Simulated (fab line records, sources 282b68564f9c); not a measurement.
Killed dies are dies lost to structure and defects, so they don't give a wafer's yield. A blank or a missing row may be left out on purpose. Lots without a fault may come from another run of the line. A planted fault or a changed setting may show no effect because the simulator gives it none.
Problem report in the 8D (eight disciplines) form, filled by code | flow rit_cmos | the parts of the form that need people (team, actions taken, sign-off) are left out

1. THE PROBLEM
killed_at_front_end at RIT_M1_PROBE_99 reads a mean of 29 on 2 wafers of 1 lot; wafers without a fault read 7 with a standard deviation of 3. That is +7.3 standard deviations from the usual mean.
First seen on wafer L798.2, day 6 19:04, on prober-02. The record holds 5 wafers of 2 lots with a number at this step. Rule for "out", or "out of limits": more than 4 standard deviations from the usual mean. The other wafers with a number count as sound.

2. WHAT IT IS AND WHAT IT IS NOT
question                    | is                               | is not
which readings at this step | killed_at_front_end, killed_dies | killed_at_M0_to_M3, killed_open, killed_short
which lots                  | L798                             | L800
which wafers of those lots  | all that have a number           | -
read on which tools         | prober-02                        | -
when                        | from day 6 19:04                 | up to then (0 sound wafers); but 3 sound wafers of L800 came after

3. SUSPECTS, AND WHAT RULES EACH OUT
Counting: a tool at a process step up to the reading stays a suspect if it ran every lot that is out and no sound lot after the first of them.
- wet_bench-02 at RIT_REOX_CLEAN_01 (cleans in dHF, time 30 s): kept. It ran the lot that is out, L798 (day 5 23:01), and no sound lot after that.
- prober-02 at RIT_M1_PROBE_99: ruled out as a lasting fault. Sound lots L800 ran on it after its first lot that is out, L798 (day 6 19:04).
Left after counting: wet_bench-02 at RIT_REOX_CLEAN_01.

4. THE CAUSE (what the simulator had put in)
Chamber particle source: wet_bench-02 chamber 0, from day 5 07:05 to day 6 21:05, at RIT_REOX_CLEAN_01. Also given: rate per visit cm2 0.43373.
Counting left only this tool.

5. THE CHAIN OF EFFECTS, in route order
Each row: a reading whose mean over the struck wafers that have a number lies more than 3 standard deviations from the usual. Only readings for which the record gives a usual standard deviation are gone through. hours: the time from each lot's start at the first step in this table that gives one to its start at this step, as a median over the lots. sigmas: the change in usual standard deviations.
hours | step            | reading             | usual | on struck wafers | change | sigmas
0     | RIT_M1_PROBE_99 | killed_at_front_end | 7     | 29               | +22    | +7.3
0     | RIT_M1_PROBE_99 | killed_dies         | 7     | 30               | +22    | +7.5
The process steps in it:
- RIT_M1_PROBE_99

6. WHAT WOULD HAVE CAUGHT IT SOONER
In this record the first reading out of limits was taken at day 6 19:04, 36 hours after the fault began at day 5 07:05.
All the lots that are out (1) had begun RIT_REOX_CLEAN_01 on wet_bench-02 by day 6 19:04. A hold on the tool at that time would have spared none of them.
